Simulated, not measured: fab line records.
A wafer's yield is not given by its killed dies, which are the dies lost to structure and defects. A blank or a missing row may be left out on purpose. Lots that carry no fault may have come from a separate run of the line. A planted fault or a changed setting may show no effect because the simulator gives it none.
Which tool is to blame?    flow rit cmos    route of 202 steps, sampled at 1 step: 14 lots, 42 wafers

== WHAT EACH GAUGE READ, for each wafer ==
The record lacks any reading of a measuring or inspecting step that a usual standard deviation could be used to judge.

== TOOL THAT RAN EACH LOT (tool first, then ch and the chambers of the sampled wafers, then the start) ==
lot   RIT_REOX_OXIDATION_03
L715  furnace-02 ch 0, day 2 19:34
L716  furnace-03 ch 0, day 2 23:35
L718  furnace-02 ch 0, day 3 09:25
L719  furnace-03 ch 0, day 3 14:18
L720  furnace-02 ch 0, day 3 19:55
L722  furnace-02 ch 0, day 4 06:27
L723  furnace-02 ch 0, day 4 10:38
L724  furnace-03 ch 0, day 4 15:43
L731  furnace-03, day 6 04:02
L732  furnace-02, day 6 08:19
L734  furnace-02 ch 0, day 6 18:20
L735  furnace-02 ch 0, day 6 23:02
L736  furnace-02 ch 0, day 7 05:46
L737  furnace-02 ch 0, day 7 10:15
- RIT_REOX_OXIDATION_03: target thk 25.2 nm, ox time 5580 s.

== WHAT THE TOOLS THEMSELVES READ (means of the sampled wafers that have a number; where no wafer has one, the mark that the record gives instead) ==
RIT_REOX_OXIDATION_03. Usual: ox temp c 899.9 C, standard deviation 0.38; ox temp c max 903.5, standard deviation 0.97; zone power centre pct 38.2 %, standard deviation 0.92.
lot   tool        ox temp c (C)  ox temp c max  zone power centre pct (%)  flag
L715  furnace-02  900.0          904.5          37.9                       
L716  furnace-03  899.6          902.3          38.3                       
L718  furnace-02  900.1          905.2          38.2                       
L719  furnace-03  899.9          902.8          38.8                       
L720  furnace-02  899.8          903.6          37.8                       
L722  furnace-02  900.0          904.7          37.4                       
L723  furnace-02  899.6          904.4          37.4                       
L724  furnace-03  899.7          902.3          38.1                       
L731  furnace-03  -              -              -                          OFF
L732  furnace-02  -              -              -                          OFF
L734  furnace-02  899.5          903.4          37.8                       
L735  furnace-02  900.1          904.1          37.7                       
L736  furnace-02  899.7          903.9          38.0                       
L737  furnace-02  900.1          904.0          37.5                       

== THE ANSWER, worked out from the rows above alone ==
Rule: a lot counts as off when the mean over its wafers that have a number is more than 3 standard deviations away from the usual mean. A lot without any number at a reading at which 4 lots or more have one is off too. Where the step has rows for the other lots, those lots are counted as sound. After the gauges, taken in route order, come the tools' own readings; for these a lot's mean is taken, as printed above. At the first step where some lot is off, the reading lying furthest off is the one used; lots without a number count as furthest.
Off at RIT_REOX_OXIDATION_03 (ox temp c): L731, L732. Without a number there: L731, L732.
A tool fits if, at that step or a process step before it, it ran every lot that is off, and no sound lot after the first of them. Of those tried, none fits.

== WHAT THE SIMULATOR HAD PUT IN ==
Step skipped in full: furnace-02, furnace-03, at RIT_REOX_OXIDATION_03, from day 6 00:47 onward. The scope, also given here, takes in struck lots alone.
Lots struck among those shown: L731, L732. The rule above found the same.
